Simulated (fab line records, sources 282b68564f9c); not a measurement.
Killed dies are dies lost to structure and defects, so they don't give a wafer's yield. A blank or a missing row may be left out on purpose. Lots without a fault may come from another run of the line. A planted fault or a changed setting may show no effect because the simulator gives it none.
A struck lot beside a sound one | flow rit_cmos | 23 steps out of a route of 202
Sound: wafers L395.3, L395.4, L395.6. Struck: wafers L398.1, L398.4, L398.5. The cause comes at the end.
At each step with rows: each side's tool, then ch and its chambers, then its first start. Under that, the readings that differ: sound wafers | struck wafers | difference of the means | sigmas: that difference in standard deviations of wafers without a fault.
alike: readings whose means differ by less than 2 such deviations, and words and numbers that are the same on both sides. not compared: withheld readings, readings that some wafer has no value for, bounds like >300 that may hide the same value, and numbers for which the record gives no deviation and whose values overlap.
The two part at a step that has a row with sigmas, a row that says differs or no value, or rows on one side only. Numbers that don't overlap but have no deviation are shown without sigmas and don't part them. A reading that every wafer of one side lacks parts them only if that side has two wafers or more.

RIT_SDANNEAL_RS_MEAS_06: measures by four-point-probe.
  sound on film_metro-03, day 4 23:13; struck on film_metro-03, day 5 14:24
  alike: PLDD_RS
RIT_SDANNEAL_RS_MEAS_07: measures by four-point-probe.
  sound on film_metro-03, day 4 23:20; struck on film_metro-03, day 5 14:31
  alike: NLDD_RS
then, 1 step without rows for these wafers: RIT_SILICIDE_WET_ETCH_00 (etches SiO2 in BOE, target depth 14 nm, time 15 s).
RIT_SILICIDE_SPUTTER_01: material Ti, target thk 30 nm, time 240 s.
  sound on pvd_sputter-02, day 4 23:25; struck on pvd_sputter-03, day 5 14:41
  reading                | sound          | struck         | difference | sigmas
  throttle_valve_pct (%) | 28.8 28.9 29.0 | 30.6 30.7 30.4 | +1.7       | +2
RIT_SILICIDE_RS_MEAS_02: measures by four-point-probe.
  sound on film_metro-04, day 4 23:37; struck on film_metro-04, day 5 14:50
  alike: SILICIDE_TI_RS
RIT_SILICIDE_THK_MEAS_03: measures by xrf.
  sound on film_metro-04, day 4 23:43; struck on film_metro-04, day 5 14:58
  alike: SILICIDE_TI_THK
RIT_SILICIDE_RTA_04: time 10 s, ramp up 5 s, ramp down 5 s.
  sound on rtp_anneal-01 ch 0, day 4 23:46; struck on rtp_anneal-02 ch 0, day 5 15:01
  alike: wafer_temp_C_max
then, 1 step without rows for these wafers: RIT_SILICIDE_WET_ETCH_05 (etches Ti in SPM, time 120 s).
RIT_SILICIDE_RTA_06: time 10 s, ramp up 5 s, ramp down 10 s.
  sound on rtp_anneal-02 ch 0, day 4 23:53; struck on rtp_anneal-01 ch 0, day 5 15:08
  alike: wafer_temp_C_max
RIT_CONTACT_CVD_00: deposits SiO2 from TEOS, target thk 400 nm, time 61 s.
  sound on pecvd-02 ch 0,1, day 4 23:56; struck on pecvd-02 ch 0,1,2, day 5 15:12
  alike: heater_power_w
RIT_CONTACT_THK_MEAS_01:
  sound on film_metro-02, day 5 00:00; struck on film_metro-03, day 5 15:15
  alike: CONTACT_TEOS_THK
then, 1 step without rows for these wafers: RIT_CONTACT_HMDS_02 (prime time 60 s).
RIT_CONTACT_COAT_03: resist thk 1000 nm.
  sound on litho_track-04 ch 0, day 5 00:14; struck on litho_track-03 ch 0, day 5 15:28
  reading                                      | sound          | struck          | difference | sigmas
  model.NOVOLAK_of_CONTACT_COAT_03.thk_nm (nm) | 1005 1007 1002 | 886 886.7 882.2 | -120       |
then, 3 steps without rows for these wafers: RIT_CONTACT_SOFTBAKE_04 (time 60 s); RIT_CONTACT_EXPOSE_05 (exposes mask M11, target cd 1000 nm); RIT_CONTACT_PEB_06.
RIT_CONTACT_DEVELOP_07: develop time 123.9 s.
  sound on litho_track-01 ch 0; struck on litho_track-03 ch 0
  reading                  | sound             | struck         | difference | sigmas
  model.CONTACT.cd_nm (nm) | 996.7 996.6 997.1 | 1011 1009 1009 | +13        |
  alike: developer_temp_C
RIT_CONTACT_CD_MEAS_08: target cd 1000 nm.
  sound on cd_sem-01, day 5 01:11; struck on cd_sem-01, day 5 16:24
  reading    | sound             | struck               | difference | sigmas
  cd_nm (nm) | 996.8 996.5 996.9 | 1011.4 1008.4 1009.4 | +13.0      | +6
RIT_CONTACT_OVL_MEAS_09:
  sound on overlay-01, day 5 01:16; struck on overlay-01, day 5 16:31
  alike: CONTACT_OVL
then, 1 step without rows for these wafers: RIT_CONTACT_HARDBAKE_10 (time 60 s).
RIT_CONTACT_ETCH_11: etches SiO2 in CHF3/CF4/Ar, stops on TiSi2, target depth 480 nm, time 320 s.
  sound on rie_diel-01 ch 0,2,3, day 5 01:27; struck on rie_diel-02 ch 1,2, day 5 16:43
  reading                                      | sound             | struck            | difference | sigmas
  model.NOVOLAK_of_CONTACT_COAT_03.thk_nm (nm) | 772 775 769.5     | 667.7 668.6 665.8 | -104.8     |
  model.CONTACT.cd_nm (nm)                     | 996.9 996.6 997.3 | 1011 1008 1009    | +12        |
  alike: CHF3_flow_sccm, drypump_motor_current_A, oes_product_au, throttle_valve_pct
  not compared: rf_hours_counter_h
RIT_CONTACT_STRIP_12: strips in O2, time 180 s.
  sound on plasma_asher-01 ch 0,1, day 5 01:42; struck on plasma_asher-03 ch 0,1, day 5 16:54
  alike: drypump_motor_current_A, o2_flow_sccm
  not compared: rf_hours_counter_h
RIT_M1_PROBE_99:
  sound on prober-01, day 5 06:37; struck on prober-02, day 5 21:37
  reading                                    | sound             | struck            | difference | sigmas
  model.etest.contact_to_gate.bv_left_v (V)  | 92.06 92.65 90.81 | 86.31 89.22 87.21 | -4.26      |
  model.etest.contact_to_gate.bv_right_v (V) | 90.64 92.11 90.87 | 85.73 89.29 88.01 | -3.53      |
  alike: killed_at_front_end, killed_dies, killed_open, killed_short

WHERE THEY PART
First at RIT_SILICIDE_SPUTTER_01; last, within this record, at RIT_CONTACT_CD_MEAS_08. Later steps at which nothing parts them and some readings are alike: RIT_CONTACT_OVL_MEAS_09, RIT_CONTACT_ETCH_11, RIT_CONTACT_STRIP_12, RIT_M1_PROBE_99.

WHY: what the simulator had put in
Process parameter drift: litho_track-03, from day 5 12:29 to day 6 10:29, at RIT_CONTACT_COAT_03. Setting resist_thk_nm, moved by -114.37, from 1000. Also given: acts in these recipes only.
